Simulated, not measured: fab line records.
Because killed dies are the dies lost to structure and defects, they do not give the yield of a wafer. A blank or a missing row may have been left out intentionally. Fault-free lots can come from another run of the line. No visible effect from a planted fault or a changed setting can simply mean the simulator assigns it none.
A struck lot beside a sound one :: flow rit cmos :: 14 out of 202 route steps
Sound: wafers L935.1, L935.5, L935.6. Wafers L937.3, L937.4, L937.5 were the ones struck. The cause is named last.
For every step that has rows: the tool of each side, followed by ch and its chambers, followed by its first start. Under that, the readings that differ: sound wafers :: struck wafers :: difference of the means :: sigmas: that difference in standard deviations of wafers without a fault.
alike: same words and numbers on both sides, and readings whose means sit less than 2 such deviations apart. not compared: any withheld reading, any reading some wafer has no value for, any bound like >300 that may hide the same value, and any number with overlapping values for which the record gives no deviation.
Wherever a step has rows on one side only, a row that says differs or no value, or a row with sigmas, the two part there. Non-overlapping numbers with no deviation appear without sigmas and do not part them. A reading that every wafer of one side lacks parts them only if that side has two wafers or more.

first, 2 steps without rows for these wafers: RIT_PWELL_HARDBAKE_07 (time 120 s); RIT_PWELL_IMPLANT_08.
RIT_PWELL_STRIP_09: strips in O2, time 180 s.
  sound on plasma asher-03 ch 0,1, day 4 15:56; struck on plasma asher-03 ch 0,1, day 5 03:47
  alike: drypump motor current A, o2 flow sccm
  not compared: rf hours counter h
RIT_PWELL_TW_MEAS_10:
  struck on film metro-02, day 5 03:55; sound on film metro-04, day 4 16:07
reading: PWELL_TW
sound: 965 967 968
struck: 943 949 944
difference: -21
sigmas: -2
then, 1 step without rows for these wafers: RIT_WELLDRIVE_ANNEAL_00 (time 14700 s).
RIT_WELLDRIVE_RS_MEAS_01: measurement is done with a four-point probe.
  struck on film metro-02, day 5 09:05; sound on film metro-02, day 4 21:15
  alike: NWELL_RS
RIT_WELLDRIVE_RS_MEAS_02: measurement is done with a four-point probe.
  struck on film metro-02, day 5 09:12; sound on film metro-02, day 4 21:22
  alike: PWELL_RS
then, 5 steps without rows for these wafers: RIT_NRETRO_HMDS_00 (prime time 60 s); RIT_NRETRO_COAT_01 (resist thk 1300 nm); RIT_NRETRO_SOFTBAKE_02 (time 60 s); RIT_NRETRO_EXPOSE_03 (exposes mask M4, target cd 43900 nm); RIT_NRETRO_PEB_04.
RIT_NRETRO_DEVELOP_05: develop time 68 s.
  sound on litho track-03 ch 0, day 4 22:00; struck on litho track-01, day 5 10:00
  no value came back on the struck wafers for chill plate temp C (C), develop time s (s), exhaust pa (Pa); on the sound wafers chill plate temp C (C) reads 23.01 22.97 22.83
RIT_NRETRO_OVL_MEAS_06:
  struck on overlay-01, day 5 10:25; sound on overlay-02, day 4 22:36
reading: NRETRO_OVL (nm)
sound: 1.5 1.9 0.5
struck: - - -
difference: no value on the struck wafers
sigmas: 

== WHERE THEY PART ==
Earliest at RIT_PWELL_TW_MEAS_10; latest, in this record, at RIT_NRETRO_OVL_MEAS_06.

WHY: what the simulator had put in
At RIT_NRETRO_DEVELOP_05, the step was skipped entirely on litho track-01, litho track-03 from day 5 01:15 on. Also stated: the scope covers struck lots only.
